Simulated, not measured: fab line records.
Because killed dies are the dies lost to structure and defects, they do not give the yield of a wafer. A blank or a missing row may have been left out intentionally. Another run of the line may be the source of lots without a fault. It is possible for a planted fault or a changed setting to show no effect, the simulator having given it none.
Which tool was responsible? :: flow berkeley-cmos170 :: 14 lots with 42 wafers sampled at 5 steps, on a route of 331 steps

## WHAT THE GAUGES SHOWED, per wafer
UCB170_NWELL_TW_MEAS_16. Usual: for NWELL_TW the level is 1239 and the standard deviation is 12.
lot: L357
measured: day 2 07:59
on: film-metro-04
NWELL_TW: 1261 1256 1257
flag: 

lot: L358
measured: day 2 11:15
on: film-metro-04
NWELL_TW: 1261 1260 1260
flag: 

lot: L360
measured: day 2 22:34
on: film-metro-04
NWELL_TW: 1253 1256 1261
flag: 

lot: L361
measured: day 3 04:14
on: film-metro-04
NWELL_TW: 1245 1244 1246
flag: 

lot: L364
measured: day 3 19:12
on: film-metro-04
NWELL_TW: 1243 1249 1248
flag: 

lot: L365
measured: day 4 04:31
on: film-metro-02
NWELL_TW: 1228 1234 1232
flag: 

lot: L366
measured: day 4 09:37
on: film-metro-02
NWELL_TW: 1233 1233 1233
flag: 

lot: L367
measured: day 4 14:00
on: film-metro-02
NWELL_TW: 1226 1225 1230
flag: 

lot: L368
measured: day 4 20:41
on: film-metro-04
NWELL_TW: 1249 1249 1249
flag: 

lot: L369
measured: day 5 00:08
on: film-metro-01
NWELL_TW: 1220 1216 1223
flag: 

lot: L370
measured: day 5 07:04
on: film-metro-02
NWELL_TW: 1235 1232 1232
flag: 

lot: L373
measured: day 5 19:12
on: film-metro-02
NWELL_TW: 1227 1229 1232
flag: 

lot: L375
measured: day 6 04:05
on: film-metro-01
NWELL_TW: 406 399 406
flag: OFF

lot: L379
measured: day 6 23:19
on: film-metro-01
NWELL_TW: 365 379 365
flag: OFF

UCB170_NVT_TW_MEAS_09. Usual: for NVT_TW the level is 519 and the standard deviation is 4.4.
lot: L357
measured: day 5 18:34
on: film-metro-01
NVT_TW: 513 513 513
flag: 

lot: L358
measured: day 6 01:19
on: film-metro-01
NVT_TW: 514 513 515
flag: 

lot: L360
measured: day 6 12:38
on: film-metro-01
NVT_TW: 515 512 518
flag: 

lot: L361
measured: day 6 12:40
on: film-metro-02
NVT_TW: 516 519 517
flag: 

lot: L364
measured: day 7 03:45
on: film-metro-01
NVT_TW: 513 516 515
flag: 

lot: L365
measured: day 7 14:08
on: film-metro-01
NVT_TW: 518 514 516
flag: 

lot: L366
measured: day 7 14:24
on: film-metro-01
NVT_TW: 517 517 513
flag: 

lot: L367
measured: day 8 00:20
on: film-metro-04
NVT_TW: 526 524 527
flag: 

lot: L368
measured: day 8 00:11
on: film-metro-01
NVT_TW: 514 513 517
flag: 

lot: L369
measured: day 8 05:19
on: film-metro-02
NVT_TW: 515 519 519
flag: 

lot: L370
measured: day 8 05:23
on: film-metro-01
NVT_TW: 519 516 518
flag: 

lot: L373
measured: day 8 19:17
on: film-metro-04
NVT_TW: 528 525 528
flag: 

UCB170_V2_BOW_MEAS_03. Usual: for V2_BOW the level is 36 um and the standard deviation is 7.3.
lot: L357
measured: day 7 17:40
on: film-metro-03
V2_BOW (um): 35 29 37
flag: 

lot: L358
measured: day 8 09:25
on: film-metro-02
V2_BOW (um): 37 33 35
flag: 

lot: L360
measured: day 9 01:52
on: film-metro-04
V2_BOW (um): 43 44 47
flag: 

lot: L361
measured: day 9 02:03
on: film-metro-02
V2_BOW (um): 19 38 25
flag: 

lot: L364
measured: day 9 11:26
on: film-metro-02
V2_BOW (um): 37 21 22
flag: 

lot: L365
measured: day 9 19:05
on: film-metro-04
V2_BOW (um): 35 42 41
flag: 

lot: L366
measured: day 9 19:36
on: film-metro-03
V2_BOW (um): 47 49 51
flag: 

lot: L367
measured: day 10 06:40
on: film-metro-04
V2_BOW (um): 44 41 30
flag: 

lot: L368
measured: day 10 07:01
on: film-metro-03
V2_BOW (um): 36 34 41
flag: 

lot: L369
measured: day 10 06:08
on: film-metro-04
V2_BOW (um): 30 40 24
flag: 

lot: L370
measured: day 10 06:55
on: film-metro-02
V2_BOW (um): 29 30 34
flag: 

lot: L373
measured: day 11 01:22
on: film-metro-04
V2_BOW (um): 38 24 37
flag: 

## EACH LOT AND THE TOOL THAT RAN IT (in order: tool; ch and the chambers of the sampled wafers; start)
lot: L357
UCB170_NWELL_DEVELOP_11: litho-track-01 ch 0, day 2 07:00
UCB170_GATE_ETCH_14: rie-diel-01 ch 1,2, day 6 08:16

lot: L358
UCB170_NWELL_DEVELOP_11: litho-track-02 ch 0, day 2 10:00
UCB170_GATE_ETCH_14: rie-diel-01 ch 0,1,3, day 6 15:45

lot: L360
UCB170_NWELL_DEVELOP_11: litho-track-03 ch 0, day 2 22:00
UCB170_GATE_ETCH_14: rie-diel-01 ch 0,2,3, day 7 06:03

lot: L361
UCB170_NWELL_DEVELOP_11: litho-track-03 ch 0, day 3 03:00
UCB170_GATE_ETCH_14: rie-diel-02 ch 0,1, day 7 05:47

lot: L364
UCB170_NWELL_DEVELOP_11: litho-track-01 ch 0, day 3 18:00
UCB170_GATE_ETCH_14: rie-diel-01 ch 0,1,3, day 7 19:26

lot: L365
UCB170_NWELL_DEVELOP_11: litho-track-02 ch 0, day 4 04:00
UCB170_GATE_ETCH_14: rie-diel-01 ch 0,2, day 8 05:21

lot: L366
UCB170_NWELL_DEVELOP_11: litho-track-01 ch 0, day 4 09:00
UCB170_GATE_ETCH_14: rie-diel-03 ch 0,1,3, day 8 05:31

lot: L367
UCB170_NWELL_DEVELOP_11: litho-track-01 ch 0, day 4 13:00
UCB170_GATE_ETCH_14: rie-diel-02 ch 0,2,3, day 8 17:55

lot: L368
UCB170_NWELL_DEVELOP_11: litho-track-03 ch 0, day 4 20:00
UCB170_GATE_ETCH_14: rie-diel-01 ch 0,2, day 8 18:24

lot: L369
UCB170_NWELL_DEVELOP_11: litho-track-03 ch 0, day 4 23:00
UCB170_GATE_ETCH_14: rie-diel-01 ch 0,1,2, day 8 17:42

lot: L370
UCB170_NWELL_DEVELOP_11: litho-track-03 ch 0, day 5 06:00
UCB170_GATE_ETCH_14: rie-diel-03 ch 0,1,2, day 8 17:48

lot: L373
UCB170_NWELL_DEVELOP_11: litho-track-01 ch 0, day 5 18:00
UCB170_GATE_ETCH_14: rie-diel-02 ch 0,1,2, day 9 12:16

lot: L375
UCB170_NWELL_DEVELOP_11: litho-track-02 ch 0, day 6 03:00
UCB170_GATE_ETCH_14: -

lot: L379
UCB170_NWELL_DEVELOP_11: litho-track-02 ch 0, day 6 22:00
UCB170_GATE_ETCH_14: -
- UCB170_NWELL_DEVELOP_11: develop time 45 s.
- UCB170_GATE_ETCH_14: etches BARC in N2/H2.

## AS READ BY THE TOOLS THEMSELVES (means over the sampled wafers that have a number; for cases with no such wafer, the mark the record gives instead)
UCB170_GATE_ETCH_14. Usual: drypump-motor-current-A 6.0 A, standard deviation 0.44; oes-product-au 1.008 a.u., standard deviation 0.016; throttle-valve-pct 13.35 %, standard deviation 0.21.
lot: L357
tool: rie-diel-01
drypump-motor-current-A (A): 5.5
oes-product-au (a.u.): 0.999
throttle-valve-pct (%): 13.33
flag: 

lot: L358
tool: rie-diel-01
drypump-motor-current-A (A): 5.9
oes-product-au (a.u.): 1.009
throttle-valve-pct (%): 13.26
flag: 

lot: L360
tool: rie-diel-01
drypump-motor-current-A (A): 6.1
oes-product-au (a.u.): 1.008
throttle-valve-pct (%): 13.37
flag: 

lot: L361
tool: rie-diel-02
drypump-motor-current-A (A): 6.1
oes-product-au (a.u.): 1.007
throttle-valve-pct (%): 13.42
flag: 

lot: L364
tool: rie-diel-01
drypump-motor-current-A (A): 5.9
oes-product-au (a.u.): 1.010
throttle-valve-pct (%): 13.26
flag: 

lot: L365
tool: rie-diel-01
drypump-motor-current-A (A): 5.9
oes-product-au (a.u.): 1.010
throttle-valve-pct (%): 13.28
flag: 

lot: L366
tool: rie-diel-03
drypump-motor-current-A (A): 5.9
oes-product-au (a.u.): 1.021
throttle-valve-pct (%): 13.31
flag: 

lot: L367
tool: rie-diel-02
drypump-motor-current-A (A): 6.1
oes-product-au (a.u.): 1.005
throttle-valve-pct (%): 13.47
flag: 

lot: L368
tool: rie-diel-01
drypump-motor-current-A (A): 5.9
oes-product-au (a.u.): 1.003
throttle-valve-pct (%): 13.40
flag: 

lot: L369
tool: rie-diel-01
drypump-motor-current-A (A): 5.7
oes-product-au (a.u.): 1.003
throttle-valve-pct (%): 13.30
flag: 

lot: L370
tool: rie-diel-03
drypump-motor-current-A (A): 6.1
oes-product-au (a.u.): 1.020
throttle-valve-pct (%): 13.53
flag: 

lot: L373
tool: rie-diel-02
drypump-motor-current-A (A): 6.1
oes-product-au (a.u.): 1.012
throttle-valve-pct (%): 13.46
flag: 

## THE ANSWER, worked out from the rows above alone
Rule: take the mean of a lot's wafers that have a number; if it is more than 3 standard deviations from the usual mean, the lot is off. A lot without any number at a reading at which 4 lots or more have one is off too. Any other lot the step has rows for is counted as sound. First the gauges in route order, then the tools' own readings, where a lot's mean is used as printed above. At the first step where some lot is off, the reading lying furthest off is the one used; lots without a number count as furthest.
Off: L375, L379, at UCB170_NWELL_TW_MEAS_16 (NWELL_TW).
If a tool, at a process step before that reading, ran all the lots that are off and no sound lot after the first of them, it fits. The gauges at UCB170_NWELL_TW_MEAS_16 are tried like those tools. Undecided on this evidence; 2 tools fit (litho-track-02 at UCB170_NWELL_DEVELOP_11, film-metro-01 at UCB170_NWELL_TW_MEAS_16).

## WHAT WAS PUT IN BY THE SIMULATOR
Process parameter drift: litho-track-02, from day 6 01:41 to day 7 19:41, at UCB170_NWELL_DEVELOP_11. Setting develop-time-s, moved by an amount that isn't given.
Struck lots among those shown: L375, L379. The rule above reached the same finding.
